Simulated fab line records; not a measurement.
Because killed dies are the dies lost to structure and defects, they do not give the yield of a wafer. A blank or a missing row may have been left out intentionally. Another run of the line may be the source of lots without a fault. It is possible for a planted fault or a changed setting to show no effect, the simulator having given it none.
A lot that was struck, set against a sound lot -- flow rit_cmos -- 27 out of 202 route steps
Sound: wafers L881.2, L881.4, L881.6. Struck: wafer L894.1. Last of all comes the cause.
Each step with rows lists, per side, the tool, then ch with its chambers, then its first start. Under that, the readings that differ: sound wafers -- struck wafers -- difference of the means -- sigmas: that difference in standard deviations of wafers without a fault.
alike: readings with means less than 2 such deviations apart, plus words and numbers identical on both sides. not compared: withheld readings, readings lacking a value on some wafer, bounds such as >300 that could conceal the same value, and numbers that have no deviation in the record and whose values overlap.
The two part at a step that has a row with sigmas, a row that says differs or no value, or rows on one side only. Non-overlapping numbers with no deviation appear without sigmas and do not part them. A reading that every wafer of one side lacks parts them only if that side has two wafers or more.

first, 4 steps without rows for these wafers: RIT_CONTACT_SOFTBAKE_04 (time 60 s); RIT_CONTACT_EXPOSE_05 (exposes mask M11, target cd 1000 nm); RIT_CONTACT_PEB_06; RIT_CONTACT_DEVELOP_07 (develop time 120 s).
RIT_CONTACT_CD_MEAS_08: target cd 1000 nm.
  struck on cd_sem-01, day 6 12:03; sound on cd_sem-01, day 3 18:50
  alike: cd_nm
RIT_CONTACT_OVL_MEAS_09:
  struck on overlay-02, day 6 12:10; sound on overlay-02, day 3 18:57
reading,sound,struck,difference,sigmas
CONTACT_OVL (nm),0.2 1.0 -1.4,-3.5,-3.4,-3
then, 1 step without rows for these wafers: RIT_CONTACT_HARDBAKE_10 (time 60 s).
RIT_CONTACT_ETCH_11: etches SiO2 in CHF3/CF4/Ar, stops on TiSi2, target depth 480 nm, time 320 s.
  sound on rie_diel-01 ch 1,3, day 3 19:08; struck on rie_diel-01 ch 1, day 6 12:33
  alike: drypump_motor_current_A, oes_product_au, throttle_valve_pct
  not compared: rf_hours_counter_h
RIT_CONTACT_STRIP_12: strips in O2, time 180 s.
  sound on plasma_asher-03 ch 0,1, day 3 19:19; struck on plasma_asher-02 ch 0, day 6 12:44
  alike: drypump_motor_current_A, rf_refl_power_W
  not compared: rf_hours_counter_h
RIT_CONTACT_CD_MEAS_90: target cd 1000 nm.
  struck on cd_sem-02, day 6 12:55; sound on cd_sem-01, day 3 19:31
  alike: cd_nm
then, 2 steps without rows for these wafers: RIT_CONTACT_CLEAN_13 (cleans in SC1, time 600 s); RIT_CONTACT_CLEAN_14 (cleans in SC2, time 600 s).
RIT_M1_SPUTTER_00: material Al, target thk 400 nm, time 500 s.
  struck on pvd_sputter-01, day 6 13:24; sound on pvd_sputter-04, day 3 20:00
reading,sound,struck,difference,sigmas
cathode_dc_power_W (W),1999.8 2000.4 1999.4,1497.0,-502.9,-99 or more
model.Al_of_M1_SPUTTER_00.thk_nm (nm),403.1 403 403,300,-103,
  alike: throttle_valve_pct
RIT_M1_RS_MEAS_01: a four-point-probe measurement.
  struck on film_metro-03, day 6 13:42; sound on film_metro-04, day 3 20:19
reading,sound,struck,difference,sigmas
M1_AL_RS (ohm/sq),0.0728 0.0728 0.0727,0.0989,+0.0261,+34
RIT_M1_THK_MEAS_02: measures by xrf.
  struck on film_metro-03, day 6 13:49; sound on film_metro-04, day 3 20:25
reading,sound,struck,difference,sigmas
M1_AL_THK (nm),401 399 402,297,-104,-21
then, 6 steps without rows for these wafers: RIT_M1_HMDS_03 (prime time 60 s); RIT_M1_COAT_04 (resist thk 1300 nm); RIT_M1_SOFTBAKE_05 (time 60 s); RIT_M1_EXPOSE_06 (exposes mask M12, target cd 2600 nm); RIT_M1_PEB_07; RIT_M1_DEVELOP_08 (develop time 68 s).
RIT_M1_CD_MEAS_09: target cd 2600 nm.
  struck on cd_sem-02, day 6 14:57; sound on cd_sem-01, day 3 21:22
  alike: cd_nm
RIT_M1_OVL_MEAS_10:
  struck on overlay-01, day 6 15:04; sound on overlay-01, day 3 21:29
  alike: M1_OVL
then, 1 step without rows for these wafers: RIT_M1_HARDBAKE_11 (time 120 s).
RIT_M1_METAL_ETCH_12: etches Al in Cl2/BCl3, stops on SiO2, time 165 s, target depth 600 nm.
  sound on rie_metal-04 ch 0,1, day 3 21:46; struck on rie_metal-03 ch 1, day 6 15:22
reading,sound,struck,difference,sigmas
oes_product_au (a.u.),0.792 0.796 0.768,0.675,-0.110,-10
  alike: drypump_motor_current_A, throttle_valve_pct
  not compared: rf_hours_counter_h
then, 1 step without rows for these wafers: RIT_M1_STRIP_13 (strips in nmp, time 600 s).
RIT_M1_PROBE_99:
  struck on prober-02, day 6 17:37; sound on prober-01, day 4 00:40
reading,sound,struck,difference,sigmas
model.etest.pmos_turned.r_on_ohm_um,3383 3464 3414,9641,+6221,
model.etest.pmos_0p3.r_on_ohm_um,6253 6245 6213,8036,+1799,
model.etest.pmos_0p15.r_on_ohm_um,2745 2804 2781,4557,+1780,
model.etest.pldd.rs_ohm_sq,488.4 498.2 492.7,1562,+1069,
model.etest.nmos_0p15.r_on_ohm_um,1123 1157 1140,1600,+460,
model.etest.nmos_0p3.r_on_ohm_um,2173 2160 2179,2597,+426,
model.etest.pldd.line_ohm_um,153.1 155.8 153.6,494.7,+340.5,
model.etest.nldd.rs_ohm_sq,364.7 365.3 359.1,641.2,+278.2,
  alike: killed_at_M0_to_M3, killed_at_front_end, killed_dies, killed_open, killed_short

== WHERE THEY PART ==
First at RIT_CONTACT_OVL_MEAS_09; last, within this record, at RIT_M1_METAL_ETCH_12. Later steps at which nothing parts them and some readings are alike: RIT_M1_PROBE_99.

WHY: what the simulator had put in
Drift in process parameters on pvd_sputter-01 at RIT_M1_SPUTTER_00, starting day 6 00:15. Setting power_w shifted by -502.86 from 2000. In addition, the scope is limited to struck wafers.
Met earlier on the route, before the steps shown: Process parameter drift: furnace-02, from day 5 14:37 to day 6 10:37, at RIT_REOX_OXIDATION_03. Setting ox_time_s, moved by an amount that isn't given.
